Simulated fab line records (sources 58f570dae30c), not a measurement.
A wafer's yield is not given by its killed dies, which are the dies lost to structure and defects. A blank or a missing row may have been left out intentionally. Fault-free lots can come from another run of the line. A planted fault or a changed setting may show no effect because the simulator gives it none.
Which tool is to blame? || flow berkeley_cmos170 || 7 lots with 21 wafers sampled at 2 steps, on a route of 331 steps

## WHAT EACH GAUGE READ, for each wafer
UCB170_GATE_THK_MEAS_05.
{"lot": "L586", "measured": "day 7 09:11", "on": "film_metro-02", "GATE_POLY_THK (nm)": "214.3 213.3 212.4"}
{"lot": "L588", "measured": "day 7 22:41", "on": "film_metro-03", "GATE_POLY_THK (nm)": "209.7 210.9 210.2"}
{"lot": "L590", "measured": "day 8 09:33", "on": "film_metro-02", "GATE_POLY_THK (nm)": "215.4 215.5 213.9"}
{"lot": "L592", "measured": "day 8 09:33", "on": "film_metro-03", "GATE_POLY_THK (nm)": "214.0 216.4 214.5"}
{"lot": "L594", "measured": "day 8 19:05", "on": "film_metro-01", "GATE_POLY_THK (nm)": "213.8 214.2 214.8"}
{"lot": "L596", "measured": "day 9 09:28", "on": "film_metro-03", "GATE_POLY_THK (nm)": "195.9 196.3 196.2"}
{"lot": "L602", "measured": "day 10 08:17", "on": "film_metro-01", "GATE_POLY_THK (nm)": "215.3 216.1 215.7"}

## TOOL THAT RAN EACH LOT (tool first, then ch and the chambers of the sampled wafers, then the start)
{"lot": "L586", "UCB170_GATE_CVD_04": "lpcvd-02 ch 0, day 7 07:47"}
{"lot": "L588", "UCB170_GATE_CVD_04": "lpcvd-02 ch 0, day 7 21:17"}
{"lot": "L590", "UCB170_GATE_CVD_04": "lpcvd-01 ch 0, day 8 08:08"}
{"lot": "L592", "UCB170_GATE_CVD_04": "lpcvd-01 ch 0, day 8 08:08"}
{"lot": "L594", "UCB170_GATE_CVD_04": "lpcvd-02 ch 1, day 8 17:40"}
{"lot": "L596", "UCB170_GATE_CVD_04": "lpcvd-02 ch 0, day 9 08:03"}
{"lot": "L602", "UCB170_GATE_CVD_04": "lpcvd-01 ch 1, day 10 06:49"}
- UCB170_GATE_CVD_04: deposits poly-Si from SiH4, time 1440 s, target thk 214 nm.

## THE ANSWER, worked out from the rows above alone
Rule: usual is defined by the lots themselves. The widest of any qualifying gaps counts: lots, ordered by their means at a reading, are off when they make up no more than a third of the lots, leave a main group of 4 or more, and stand apart from it by 3 or more times the standard deviation of that group's means. If all means in a main group match to the digits the tables above print for the reading, that group is not used. Also off: a lot with no number at a reading for which 4 or more lots have one. The other lots that the step has rows for count as sound.
Off: at UCB170_GATE_THK_MEAS_05 (GATE_POLY_THK), L596. The main group: mean 213.9 nm, standard deviation 1.8.
If a tool, at a process step before that reading, ran all the lots that are off and no sound lot after the first of them, it fits. Those tools and the gauges at UCB170_GATE_THK_MEAS_05 are tried in the same way. Can't be told from this: 2 tools fit, lpcvd-02 at UCB170_GATE_CVD_04, film_metro-03 at UCB170_GATE_THK_MEAS_05.

## WHAT THE SIMULATOR HAD PUT IN
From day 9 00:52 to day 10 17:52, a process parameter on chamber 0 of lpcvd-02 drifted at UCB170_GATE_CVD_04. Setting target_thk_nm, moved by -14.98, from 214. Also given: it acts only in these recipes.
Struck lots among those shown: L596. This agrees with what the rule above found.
